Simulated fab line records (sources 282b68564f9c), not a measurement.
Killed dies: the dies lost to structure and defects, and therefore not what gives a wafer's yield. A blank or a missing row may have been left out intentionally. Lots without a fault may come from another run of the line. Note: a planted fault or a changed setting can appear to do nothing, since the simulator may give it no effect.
Comparing a struck lot with a sound one    flow rit cmos    27 steps out of a route of 202
Sound: wafers L861.2, L861.3, L861.5. Struck: wafers L854.1, L854.2, L854.3. The cause is named last.
For every step that has rows: the tool of each side, followed by ch and its chambers, followed by its first start. Under that, the readings that differ: sound wafers    struck wafers    difference of the means    sigmas: that difference in standard deviations of wafers without a fault.
alike: readings with means less than 2 such deviations apart, plus words and numbers identical on both sides. not compared: withheld readings, readings lacking a value on some wafer, bounds such as >300 that could conceal the same value, and numbers that have no deviation in the record and whose values overlap.
Wherever a step has rows on one side only, a row that says differs or no value, or a row with sigmas, the two part there. Numbers that don't overlap but have no deviation are shown without sigmas and don't part them. A reading that every wafer of one side lacks parts them only if that side has two wafers or more.

first, 4 steps without rows for these wafers: RIT_CONTACT_SOFTBAKE_04 (time 60 s); RIT_CONTACT_EXPOSE_05 (exposes mask M11, target cd 1000 nm); RIT_CONTACT_PEB_06; RIT_CONTACT_DEVELOP_07 (develop time 120 s).
RIT_CONTACT_CD_MEAS_08: the cd target is 1000 nm.
  sound: cd sem-02 at day 7 14:31; struck: cd sem-01 at day 6 06:34
  alike: cd nm
RIT_CONTACT_OVL_MEAS_09:
  sound: overlay-01 at day 7 14:37; struck: overlay-01 at day 6 06:41
  alike: CONTACT_OVL
then, 1 step without rows for these wafers: RIT_CONTACT_HARDBAKE_10 (time 60 s).
RIT_CONTACT_ETCH_11: etches SiO2 in CHF3/CF4/Ar, stops on TiSi2, target depth 480 nm, time 320 s.
  sound on rie diel-01 ch 0,2,3, day 7 14:47; struck on rie diel-02 ch 0,1,3, day 6 06:53
  alike: drypump motor current A, oes product au, throttle valve pct
  not compared: rf hours counter h
RIT_CONTACT_STRIP_12: strips in O2, time 180 s.
  sound on plasma asher-03 ch 0,1, day 7 14:59; struck on plasma asher-02 ch 0,1, day 6 07:04
  alike: drypump motor current A, o2 flow sccm
  not compared: rf hours counter h
RIT_CONTACT_CD_MEAS_90: the cd target is 1000 nm.
  sound: cd sem-01 at day 7 15:11; struck: cd sem-01 at day 6 07:15
  alike: cd nm
then, 2 steps without rows for these wafers: RIT_CONTACT_CLEAN_13 (cleans in SC1, time 600 s); RIT_CONTACT_CLEAN_14 (cleans in SC2, time 600 s).
RIT_M1_SPUTTER_00: material Al, target thk 400 nm, time 500 s.
  sound: pvd sputter-01 at day 7 15:40; struck: pvd sputter-04 at day 6 07:45
reading                   sound                 struck                difference  sigmas
chamber pressure pa (Pa)  0.4004 0.3977 0.4002  0.4193 0.4183 0.4186  +0.0193     +25
  alike: throttle valve pct
RIT_M1_RS_MEAS_01: measures by four-point-probe.
  sound: film metro-02 at day 7 15:59; struck: film metro-02 at day 6 08:02
  alike: M1_AL_RS
RIT_M1_THK_MEAS_02: measures by xrf.
  sound: film metro-02 at day 7 16:05; struck: film metro-02 at day 6 08:10
  alike: M1_AL_THK
then, 6 steps without rows for these wafers: RIT_M1_HMDS_03 (prime time 60 s); RIT_M1_COAT_04 (resist thk 1300 nm); RIT_M1_SOFTBAKE_05 (time 60 s); RIT_M1_EXPOSE_06 (exposes mask M12, target cd 2600 nm); RIT_M1_PEB_07; RIT_M1_DEVELOP_08 (develop time 68 s).
RIT_M1_CD_MEAS_09: the cd target is 2600 nm.
  sound: cd sem-01 at day 7 17:10; struck: cd sem-02 at day 6 09:31
reading     sound                 struck                difference  sigmas
cd nm (nm)  2597.9 2600.9 2598.5  2635.5 2636.0 2633.9  +36.0       +15
  not compared: hold
RIT_M1_OVL_MEAS_10:
  sound: overlay-02 at day 7 17:16; struck: overlay-02 at day 6 12:25
reading      sound           struck                                                                      difference                    sigmas
hold         - - -           await dispo/2.8h/release await dispo/2.8h/release await dispo/2.8h/release  no value on the sound wafers  
M1_OVL (nm)  -3.2 -3.9 -4.4  0.6 0.6 -0.5                                                                +4.1                          +3
then, 1 step without rows for these wafers: RIT_M1_HARDBAKE_11 (time 120 s).
RIT_M1_METAL_ETCH_12: etches Al in Cl2/BCl3, stops on SiO2, time 165 s, target depth 600 nm.
  sound on rie metal-04 ch 0,1, day 7 17:33; struck on rie metal-02 ch 1, day 6 12:43
reading                 sound           struck          difference  sigmas
throttle valve pct (%)  8.30 8.51 8.50  8.26 8.26 8.25  -0.18       -2
model.M1.cd nm (nm)     2599 2600 2597  2638 2639 2638  +40         
  alike: drypump motor current A, mfc cl2 sccm, oes product au
  not compared: rf hours counter h
then, 1 step without rows for these wafers: RIT_M1_STRIP_13 (strips in nmp, time 600 s).
RIT_M1_PROBE_99:
  sound: prober-02 at day 7 19:55; struck: prober-01 at day 6 16:48
reading             sound  struck  difference  sigmas
killed at contacts  0 1 1  0 0 0   -1          -2
  alike: defect limited yield, killed at front end, killed dies, killed open, killed short, sort_bin_3_pad_short, sort_bin_5_function, sort_bin_6_memory, sort n pass, sort yield pct

WHERE THEY PART
At RIT_M1_SPUTTER_00 first; at RIT_M1_PROBE_99 last (within this record only).

WHY: what the simulator had put in
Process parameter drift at RIT_M1_SPUTTER_00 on pvd sputter-04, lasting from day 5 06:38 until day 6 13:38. From 0.4, the setting chamber pressure pa moved by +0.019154.
